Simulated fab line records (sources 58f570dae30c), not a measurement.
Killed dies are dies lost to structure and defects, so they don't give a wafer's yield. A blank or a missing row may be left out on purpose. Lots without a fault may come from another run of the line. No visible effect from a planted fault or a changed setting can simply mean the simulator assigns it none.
Chamber matching :: flow berkeley cmos170 :: 4 sister chambers for UCB170_V2_CMP_02 on cmp-02
The step polishes SiO2. 4 wafers are shown with their chamber, then 8 later ones without.

## WAFERS, EACH WITH ITS CHAMBER
wafer: L570.6
chamber: 3
motor current A (A): 16.7

wafer: L572.5
chamber: 0
motor current A (A): 18.6

wafer: L580.3
chamber: 2
motor current A (A): 13.0

wafer: L582.2
chamber: 1
motor current A (A): 16.7

## WAFERS WITH NO CHAMBER GIVEN
wafer: L582.4
motor current A (A): 12.9

wafer: L582.5
motor current A (A): 17.0

wafer: L583.1
motor current A (A): 17.3

wafer: L583.4
motor current A (A): 19.7

wafer: L583.5
motor current A (A): 19.7

wafer: L584.2
motor current A (A): 19.4

wafer: L584.4
motor current A (A): 13.9

wafer: L584.5
motor current A (A): 13.3

## EACH ONE'S CHAMBER
wafer: L582.4
from the rows above: 2
in truth: 2

wafer: L582.5
from the rows above: can't be placed: 1 or 3 or 0
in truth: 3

wafer: L583.1
from the rows above: can't be placed: 1 or 3 or 0
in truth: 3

wafer: L583.4
from the rows above: 0
in truth: 0

wafer: L583.5
from the rows above: 0
in truth: 0

wafer: L584.2
from the rows above: 0
in truth: 0

wafer: L584.4
from the rows above: 2
in truth: 2

wafer: L584.5
from the rows above: 2
in truth: 2
Correct placement for 6 of the 8. Cannot be placed on the basis of these rows: 2; the candidates contain the true chamber in 2. Placed wrongly: 0.
How it was worked out, from the rows above alone: a wafer's distance from a chamber is the root of the sum, over the readings, of the square of ((its reading less the chamber's mean) divided by the reading's scatter). If the next closest chamber is less than 2 further off than the closest, the wafer can't be placed; otherwise it belongs to the closest. For every chamber, the mean is computed from those of its wafers that are shown. The scatter (one wafer shown for each chamber): square how far every hidden wafer sits from the nearest shown wafer, average those squares and take the square root.
